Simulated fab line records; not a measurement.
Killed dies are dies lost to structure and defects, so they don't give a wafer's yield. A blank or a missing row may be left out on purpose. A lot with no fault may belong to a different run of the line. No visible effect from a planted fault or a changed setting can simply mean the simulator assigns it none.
Which tool was responsible? -- flow berkeley_cmos170 -- 45 wafers from 15 lots sampled at 3 of the route's 331 steps

WHAT THE GAUGES READ, wafer by wafer
UCB170_NLDD_TW_MEAS_11.
lot,measured,on,NLDD_TW
L323,day 5 22:40,film_metro-02,2293 2298 2303
L324,day 5 23:14,film_metro-01,2213 2214 2217
L326,day 6 17:40,film_metro-01,2213 2216 2214
L330,day 7 15:41,film_metro-02,2279 2285 2289
L331,day 8 01:52,film_metro-02,2290 2286 2286
L332,day 8 06:31,film_metro-03,2105 2110 2100
L333,day 8 12:07,film_metro-01,2067 2065 2070 2062 2067 2068
L336,day 9 04:10,film_metro-03,2122 2123 2126
L335,day 9 04:23,film_metro-01,2213 2207 2230
L340,day 10 05:59,film_metro-03,2247 2238 2248
L341,day 10 06:52,film_metro-01,2203 2195 2199
L342,day 10 06:58,film_metro-03,2238 2239 2242
L343,day 10 18:15,film_metro-03,2245 2240 2235
L346,day 11 01:53,film_metro-01,2204 2220 2214
L345,day 11 02:49,film_metro-02,2295 2298 2301

UCB170_SDANNEAL_RS_MEAS_05: uses a four-point probe to measure.
lot,measured,on,NLDD_RS (ohm/sq)
L323,day 6 10:34,film_metro-02,617.1 616.6 614.6
L324,day 6 11:31,film_metro-01,615.8 615.6 614.7
L326,day 7 04:04,film_metro-03,615.1 615.5 615.3
L330,day 8 03:19,film_metro-02,616.7 616.7 618.4
L331,day 8 11:38,film_metro-01,616.3 616.1 617.3
L332,day 8 21:59,film_metro-01,712.5 709.8 712.8 710.8 708.6 711.8
L333,day 9 03:22,film_metro-02,708.3 707.7 706.9 709.6 707.9 709.5
L336,day 9 16:31,film_metro-02,703.4 704.3 701.8 704.2 703.9 702.5
L335,day 9 16:12,film_metro-03,615.9 616.8 614.6
L340,day 10 16:12,film_metro-01,617.0 617.7 617.2
L341,day 10 15:53,film_metro-02,618.3 617.4 618.0
L342,day 10 15:51,film_metro-03,615.9 615.4 617.1
L343,day 11 06:11,film_metro-02,616.0 616.7 615.8
L346,day 11 10:41,film_metro-01,617.4 616.6 617.0
L345,day 11 11:22,film_metro-01,616.1 615.3 618.3

WHICH TOOL RAN EACH LOT (tool, then ch and the chambers of the sampled wafers, then the start)
lot,UCB170_NLDD_IMPLANT_08
L323,"implanter-02 ch 0, day 5 22:17"
L324,"implanter-03 ch 0, day 5 22:53"
L326,"implanter-02 ch 0, day 6 17:16"
L330,"implanter-03 ch 0, day 7 15:19"
L331,"implanter-03 ch 0, day 8 01:29"
L332,"implanter-03 ch 0, day 8 06:08"
L333,"implanter-03 ch 0, day 8 11:43"
L336,"implanter-03 ch 0, day 9 03:46"
L335,"implanter-01 ch 0, day 9 03:59"
L340,"implanter-02 ch 0, day 10 05:35"
L341,"implanter-01 ch 0, day 10 06:30"
L342,"implanter-02 ch 0, day 10 06:34"
L343,"implanter-02 ch 0, day 10 17:51"
L346,"implanter-02 ch 0, day 11 01:29"
L345,"implanter-02 ch 0, day 11 02:27"
- UCB170_NLDD_IMPLANT_08

WHAT THE TOOLS THEMSELVES READ (means of the sampled wafers that have a number; where no wafer has one, the mark that the record gives instead)
UCB170_NLDD_IMPLANT_08.
lot,tool,beam_on_s (s),dose_ions_cm2,faraday_current_uA
L323,implanter-02,9.97,5.008e+13,158.7
L324,implanter-03,10.15,5.002e+13,156.0
L326,implanter-02,10.07,5.004e+13,157.4
L330,implanter-03,10.04,4.991e+13,157.9
L331,implanter-03,10.04,4.998e+13,158.2
L332,implanter-03,10.10,3.152e+13,99.2
L333,implanter-03,9.99,3.156e+13,99.7
L336,implanter-03,9.90,3.151e+13,100.9
L335,implanter-01,10.05,4.997e+13,157.7
L340,implanter-02,9.99,5.003e+13,158.5
L341,implanter-01,9.95,4.999e+13,159.4
L342,implanter-02,9.97,5.004e+13,159.2
L343,implanter-02,10.07,5.002e+13,157.4
L346,implanter-02,10.11,5.001e+13,157.2
L345,implanter-02,10.09,5.003e+13,157.2

THE ANSWER, worked out from the rows above alone
Rule: the usual values come from the lots themselves. The widest of any qualifying gaps counts: lots, ordered by their means at a reading, are off when they make up no more than a third of the lots, leave a main group of 4 or more, and stand apart from it by 3 or more times the standard deviation of that group's means. If all means in a main group match to the digits the tables above print for the reading, that group is not used. Also off: a lot with no number at a reading for which 4 or more lots have one. All remaining lots with rows at the step are treated as sound. Order of review: gauges by route order, followed by the tools' own readings, for which a lot's mean as printed above is used. At the first step where some lot is off, the reading lying furthest off is the one used; lots without a number count as furthest.
Off: L332, L333, L336, seen at UCB170_SDANNEAL_RS_MEAS_05 (NLDD_RS). Main group: mean 616.5 ohm/sq, sd 0.77.
If a tool, at a process step before that reading, ran all the lots that are off and no sound lot after the first of them, it fits. The gauges at UCB170_SDANNEAL_RS_MEAS_05 aren't tried: what is off there is off at UCB170_NLDD_IMPLANT_08 too, on other tools, and a gauge's error can't cause that. One candidate fits, namely implanter-03 at UCB170_NLDD_IMPLANT_08. A fault onset in the window from L331 (day 8 01:29, its last sound lot) to L332 (day 8 06:08, its first lot off) fits.
The tool's own readings at UCB170_NLDD_IMPLANT_08 bear it out: on the lots that are off they differ by more than 5 times the standard deviation of the sound lots' means. dose_ions_cm2 reads 3.153e+13 there against 5.001e+13 on the sound lots; faraday_current_uA reads 99.9 there against 157.9 on the sound lots.

WHAT HAD BEEN PUT IN BY THE SIMULATOR
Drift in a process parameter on implanter-03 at UCB170_NLDD_IMPLANT_08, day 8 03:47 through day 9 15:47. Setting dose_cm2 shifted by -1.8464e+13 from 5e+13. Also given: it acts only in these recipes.
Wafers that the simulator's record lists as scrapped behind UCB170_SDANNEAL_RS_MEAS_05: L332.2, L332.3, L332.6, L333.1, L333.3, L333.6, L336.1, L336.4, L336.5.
Lots struck among those shown: L332, L333, L336. The rule above reached the same finding.
